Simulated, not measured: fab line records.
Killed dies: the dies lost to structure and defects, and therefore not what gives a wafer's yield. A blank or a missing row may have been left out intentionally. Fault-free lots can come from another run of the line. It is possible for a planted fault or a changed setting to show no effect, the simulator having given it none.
Problem report in the 8D (eight disciplines) form, filled by code    flow berkeley_cmos170    the parts of the form that need people (team, actions taken, sign-off) are left out

1. THE PROBLEM
Across 6 wafers from 2 lots, NVT_TW at UCB170_NVT_TW_MEAS_09 averages 604, while fault-free wafers read 524 with a standard deviation of 7.6. That is +11 standard deviations from the usual mean.
First seen on wafer L277.2, day 9 15:41, on film_metro-03. The record holds 42 wafers of 14 lots with a number at this step. By rule, "out" or "out of limits" means more than 4 standard deviations away from the usual mean. All remaining wafers that have a number are taken as sound.

2. WHAT IT IS, AND WHAT IT ISN'T
question                     is                            is not
which readings at this step  NVT_TW                        -
which lots                   L277, L281                    L259, L262, L264, L265, L266, L267, L268, L269, L270, L272, L273, L275
which wafers of those lots   all that have a number        -
read on which gauges         film_metro-03, film_metro-04  film_metro-02
when                         from day 9 15:41              up to then (36 sound wafers)

3. THE SUSPECTS, EACH WITH WHAT RULES IT OUT
Counting: a tool at a process step up to the reading stays a suspect if it ran every lot that is out and no sound lot after the first of them.
- the gauge at UCB170_NVT_TW_MEAS_09 has been ruled out. The wafers that are out were read on 2 gauges (film_metro-03, film_metro-04).
- rie_diel-04 at UCB170_ACTIVE_ETCH_15 (etches Si3N4 in CH3F/Ar/O2, stops on SiO2, target depth 242 nm, time 151 s): kept. Every lot that is out went through it, starting with L277 (day 8 07:47), and after that it ran no sound lot; the last sound lot it ran before then is L272 (day 6 20:04).
- implanter-04 at UCB170_NVT_IMPLANT_07: kept. Every lot that is out went through it, starting with L277 (day 9 15:27), and after that it ran no sound lot; the last sound lot it ran before then is L270 (day 8 05:31). On those wafers its own readings are out: dose_ions_cm2, faraday_current_uA.
Left after counting: rie_diel-04 at UCB170_ACTIVE_ETCH_15, implanter-04 at UCB170_NVT_IMPLANT_07.

4. THE CAUSE (what the simulator had put in)
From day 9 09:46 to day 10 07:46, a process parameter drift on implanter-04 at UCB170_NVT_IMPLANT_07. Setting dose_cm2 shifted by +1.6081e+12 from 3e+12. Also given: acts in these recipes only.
This tool is one of the 2 suspects left after counting.

5. SEQUENCE OF EFFECTS, ordered by route
Rows list readings where the struck wafers' mean (over those with a number) sits beyond 3 standard deviations from the usual. Only readings for which the record gives a usual standard deviation are gone through. hours: the time from each lot's start at the first step in this table that gives one to its start at this step, as a median over the lots. sigmas: the change in usual standard deviations.
hours  step                   reading             usual      on struck wafers  change      sigmas
0      UCB170_NVT_IMPLANT_07  dose_ions_cm2       3.001e+12  4.608e+12         +1.607e+12  +99 or more
0      UCB170_NVT_IMPLANT_07  faraday_current_uA  9.52       14.43             +4.91       +23
0      UCB170_NVT_TW_MEAS_09  NVT_TW              524        604               +80         +11
Its process steps:
- UCB170_NVT_IMPLANT_07

6. HOW IT WOULD HAVE BEEN CAUGHT EARLIER
In this record the first reading out of limits at a measuring or inspecting step was taken at day 9 15:41, 6 hours after the fault began at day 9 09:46.
The tool's own readings at UCB170_NVT_IMPLANT_07 were out on every struck wafer that the step has a row for (dose_ions_cm2, faraday_current_uA): an alarm limit on them would have fired on the first of those.
Among the 2 lots that are out, L281 began UCB170_NVT_IMPLANT_07 on implanter-04 after day 9 15:41. Had the tool been put on hold then, it would have been spared.
